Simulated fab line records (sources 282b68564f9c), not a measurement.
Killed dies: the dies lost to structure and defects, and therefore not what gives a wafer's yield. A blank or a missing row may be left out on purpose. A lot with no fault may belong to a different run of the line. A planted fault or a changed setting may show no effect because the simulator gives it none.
The same fault as seen by 2 desks / flow ritCmos / numbers are kept per desk, each desk with only its own; the story behind them comes last

## AT THE METROLOGY DESK
What the gauges read, lot by lot, whatever tool the lot ran on: means of the sampled wafers that have a number. Marked OUT: a lot whose mean sits more than 4 standard deviations from the usual mean, which makes it out of limits; the brackets give that distance.
Columns: A = GATE_POLY_THK at RIT_GATE_THK_MEAS_09, usual 249.4 nm
lot=L658; first seen here=day 2 14:56; A=246.7
lot=L659; first seen here=day 2 22:16; A=247.8
lot=L660; first seen here=day 3 01:23; A=248.3
lot=L662; first seen here=day 3 11:22; A=250.0
lot=L663; first seen here=day 3 16:45; A=247.4
lot=L664; first seen here=day 3 19:46; A=249.1
lot=L665; first seen here=day 3 23:34; A=249.4
lot=L667; first seen here=day 4 09:53; A=249.3
lot=L670; first seen here=day 5 05:20; A=252.5
lot=L671; first seen here=day 5 06:56; A=244.3
lot=L674; first seen here=day 5 23:00; A=250.0
lot=L678; first seen here=day 6 21:00; A=167.0 (-32) OUT
lot=L681; first seen here=day 7 08:23; A=251.7
This desk's finding: out of limits on L678; first on L678, day 6 21:00 (GATE_POLY_THK at RIT_GATE_THK_MEAS_09). L658, L659, L660, L662, L663, L664, L665, L667, L670, L671, L674, L681 stayed within limits.

## TOOL OWNER'S DESK, lpcvd-02
The tool's own readings at RIT_GATE_CVD_08 (deposits poly-Si from SiH4, target thk 250 nm, time 2220 s): means of the sampled wafers that have a number, for each lot that ran on this tool. Marked OUT: a lot whose mean sits more than 4 standard deviations from the usual mean, which makes it out of limits; the brackets give that distance.
Columns: A = spikeTcSourceC at RIT_GATE_CVD_08, usual 630.3 C
lot=L664; first seen here=day 3 18:07; A=630.7
lot=L667; first seen here=day 4 08:16; A=634.4
lot=L678; first seen here=day 6 19:23; A=633.7
This desk's finding: nothing out of limits on any of the 3 lots.

## BROUGHT TOGETHER
An alarm was possible from the metrology desk at day 6 21:00, on L678.
The desk of the tool owner found nothing out of limits.
The tool owner's desk has L678 on record, within its limits.
Every lot named ran RIT_GATE_CVD_08 on lpcvd-02.

## WHAT HAD BEEN PUT IN BY THE SIMULATOR
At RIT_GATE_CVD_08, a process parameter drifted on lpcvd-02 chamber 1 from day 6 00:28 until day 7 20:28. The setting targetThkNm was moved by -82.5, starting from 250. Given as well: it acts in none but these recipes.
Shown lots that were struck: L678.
Hours from the fault's start to each desk's first reading out of limits: the metrology desk, 21.
